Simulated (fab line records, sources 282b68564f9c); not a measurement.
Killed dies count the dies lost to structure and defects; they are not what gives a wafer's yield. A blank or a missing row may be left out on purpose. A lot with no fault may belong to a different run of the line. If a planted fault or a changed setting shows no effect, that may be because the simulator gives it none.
Problem report in the 8D (eight disciplines) form, filled by code / flow rit_cmos / the parts of the form that need people (team, actions taken, sign-off) are left out

1. WHAT WENT WRONG
Wafers without a fault read 7.1, standard deviation 2.9; killed_at_front_end at RIT_M1_PROBE_99 reads a mean of 48.7 on 6 wafers belonging to 3 lots. Measured from the usual mean, that is +14 standard deviations.
Seen first at day 4 19:38 on prober-01, wafer L276.3. At this step, 15 wafers from 5 lots have a number in the record. By rule, "out" or "out of limits" means more than 4 standard deviations away from the usual mean. The rest of the wafers with a number are treated as sound.

2. WHAT IT IS, WHAT IT ISN'T
question=which readings at this step | is=killed_at_front_end, killed_dies | is not=killed_at_contacts, killed_open, killed_short
question=which lots | is=L276, L278, L280 | is not=L273, L292
question=which wafers of those lots | is=L276.3, L276.6, L278.2, L278.3, L278.5, L280.3 | is not=L276.2, L280.1, L280.4
question=read on which tools | is=prober-01, prober-02 | is not=-
question=when | is=from day 4 19:38 | is not=up to then (4 sound wafers); but 5 sound wafers of L280, L292 came after

3. SUSPECTS, AND WHAT RULES EACH OUT
Counting: a tool at a process step up to the reading stays a suspect if it ran every lot that is out. Sound lots after the first of them don't rule it out here, since some wafers of a struck lot are sound.
- plasma_asher-03 at RIT_NLDD_STRIP_09 (strips in O2, time 180 s): kept. It processed each lot that is out (first: L276, day 4 04:37); up to then, its last sound lot is L273 (day 3 14:06).
- At RIT_NLDD_STRIP_09 on plasma_asher-03, chamber 1 took the sound wafers of the same lots and chamber 0 took the wafers that are out.
Remaining after the count: plasma_asher-03 at RIT_NLDD_STRIP_09.

4. THE CAUSE (what the simulator had put in)
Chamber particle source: plasma_asher-03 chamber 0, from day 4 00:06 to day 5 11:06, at RIT_NLDD_STRIP_09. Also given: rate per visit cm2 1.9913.
Counting left only this tool.

5. THE CHAIN OF EFFECTS, in route order
One row per reading whose mean, taken over the struck wafers that have a number, lies over 3 standard deviations from the usual. Only readings for which the record gives a usual standard deviation are gone through. hours: the time from each lot's start at the first step in this table that gives one to its start at this step, as a median over the lots. sigmas: the change in usual standard deviations.
hours=0; step=RIT_M1_PROBE_99; reading=killed_at_front_end; usual=7.1; on struck wafers=48.7; change=+41.6; sigmas=+14
hours=0; step=RIT_M1_PROBE_99; reading=killed_dies; usual=7.2; on struck wafers=48.7; change=+41.5; sigmas=+14
Here are the process steps it includes:
- RIT_M1_PROBE_99

6. HOW IT WOULD HAVE BEEN CAUGHT EARLIER
20 hours passed between the start of the fault at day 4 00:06 and the first reading out of limits in this record, taken at day 4 19:38.
Of the tool readings at RIT_NLDD_STRIP_09 for which the record gives a usual standard deviation, none was out on any struck wafer, so an alarm limit of 4 standard deviations on them would not have fired.
Lots out: 3; of these, L280 started RIT_NLDD_STRIP_09 on plasma_asher-03 after day 4 19:38. A tool hold placed at that time would have kept it from harm.
